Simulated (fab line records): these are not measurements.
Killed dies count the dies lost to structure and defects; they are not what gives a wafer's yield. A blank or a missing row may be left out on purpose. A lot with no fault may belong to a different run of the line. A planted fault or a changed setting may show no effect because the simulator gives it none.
Split-lot experiment    flow rit_cmos    route with 202 steps; 5 lots, 23 wafers read

THE SPLIT ITSELF
At RIT_CONTACT_CVD_00 (deposits SiO2 from TEOS, target thk 400 nm, time 61 s), the setting time_s was moved away from the recipe's 61 s on 8 of the 23 wafers read, by -14.8% to +7.2%. For the rest of the wafers, this setting stayed at what the recipe calls for.

No step appears in the file between the split and the reading.

THE READING
CONTACT_TEOS_THK at RIT_CONTACT_THK_MEAS_01, in nm. Fault-free wafers of this fab line usually give 399 nm, standard deviation 6 nm.

wafer   tool, chamber at the split  time_s as run, s  against the recipe  CONTACT_TEOS_THK, nm  against lot-mates on the recipe
L075.1  pecvd-01, 0                 65.38             +7.2%               412                   +14
L075.2  pecvd-01, 1                 65.38             +7.2%               422                   +24
L075.4  pecvd-01, 2                 61                recipe              402                   -
L075.5  pecvd-01, 0                 61                recipe              395                   -
L075.6  pecvd-01, 1                 65.38             +7.2%               431                   +32
L078.1  pecvd-01, 2                 54.33             -10.9%              358                   -48
L078.2  pecvd-01, 1                 54.33             -10.9%              357                   -48
L078.3  pecvd-01, 0                 54.33             -10.9%              347                   -58
L078.5  pecvd-01, 0                 61                recipe              403                   -
L078.6  pecvd-01, 2                 61                recipe              408                   -
L080.1  pecvd-02, 1                 61                recipe              400                   -
L080.2  pecvd-02, 2                 51.97             -14.8%              346                   -55
L080.3  pecvd-02, 0                 61                recipe              396                   -
L080.4  pecvd-02, 0                 61                recipe              407                   -
L080.5  pecvd-02, 2                 51.97             -14.8%              351                   -50
L081.1  pecvd-01, 2                 61                recipe              400                   -
L081.2  pecvd-01, 0                 61                recipe              394                   -
L081.3  pecvd-01, 1                 61                recipe              399                   -
L081.5  pecvd-01, 0                 61                recipe              399                   -
L081.6  pecvd-01, 1                 61                recipe              404                   -
L082.1  pecvd-04, 1                 61                recipe              392                   -
L082.3  pecvd-04, 2                 61                recipe              394                   -
L082.6  pecvd-04, 2                 61                recipe              398                   -

FIT RESULTS
A straight line over all 23 wafers: CONTACT_TEOS_THK changes by +3.61 nm for each +1% of time_s; r = +0.97; the points scatter about the line by 5.9 nm.
The same after taking each lot's own level away (the mean of its wafers on the recipe; 23 wafers): +3.87 nm for each +1%; r = +0.97; scatter 6 nm.
On that fit, the largest move of time_s shifts the reading by 57 nm.
Measured against the standard deviation above, the lots' own levels, which go from 394.7 to 405.5 nm, span 1.8 times it.
The two slopes are in agreement: the lot-to-lot level therefore moves the slope only a little.
Check: with one of the wafers moved furthest among these (-14.8%) left out of the fit, the line predicts -59.9 nm for it against its lot-mates. Against them it came out at -55 nm.

THE OTHER SPLITS THESE WAFERS WENT THROUGH
Before the reading, these wafers also passed through other splits. Each is held against what the fit with the lots' levels taken away leaves over:
other split on the same wafers  wafers away from the commonest value  r with CONTACT_TEOS_THK (lot level and that fit taken away)
RIT_NSD_COAT_01 resist_thk_nm   5                                     +0.18
RIT_NSD_IMPLANT_08 dose_cm2     9                                     +0.08
RIT_PSD_COAT_01 resist_thk_nm   9                                     +0.28
RIT_PSD_IMPLANT_08 energy_kev   10                                    +0.01
RIT_SILICIDE_SPUTTER_01 time_s  10                                    +0.29

THE WHOLE CHAIN: every reading that the file lists as answering this split, in the file's order
step                     what it does                                                           reading                                                                         change (the file's fit)               r (the file's)
RIT_CONTACT_CVD_00       deposits SiO2 from TEOS, target thk 400 nm, time 61 s                  SiO2_of_CONTACT_CVD_00.thk_nm (the simulator's own value, which no gauge read)  +3.87 nm for each +1% of the setting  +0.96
RIT_CONTACT_THK_MEAS_01                                                                         CONTACT_TEOS_THK                                                                +3.87 for each +1% of the setting     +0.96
RIT_M1_METAL_ETCH_12     etches Al in Cl2/BCl3, stops on SiO2, time 165 s, target depth 600 nm  SiO2_of_CONTACT_CVD_00.thk_nm (the simulator's own value, which no gauge read)  +3.83 nm for each +1% of the setting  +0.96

THE FILE'S OWN FIT
CONTACT_TEOS_THK changes by +3.87 nm for each +1% of time_s, r = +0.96.
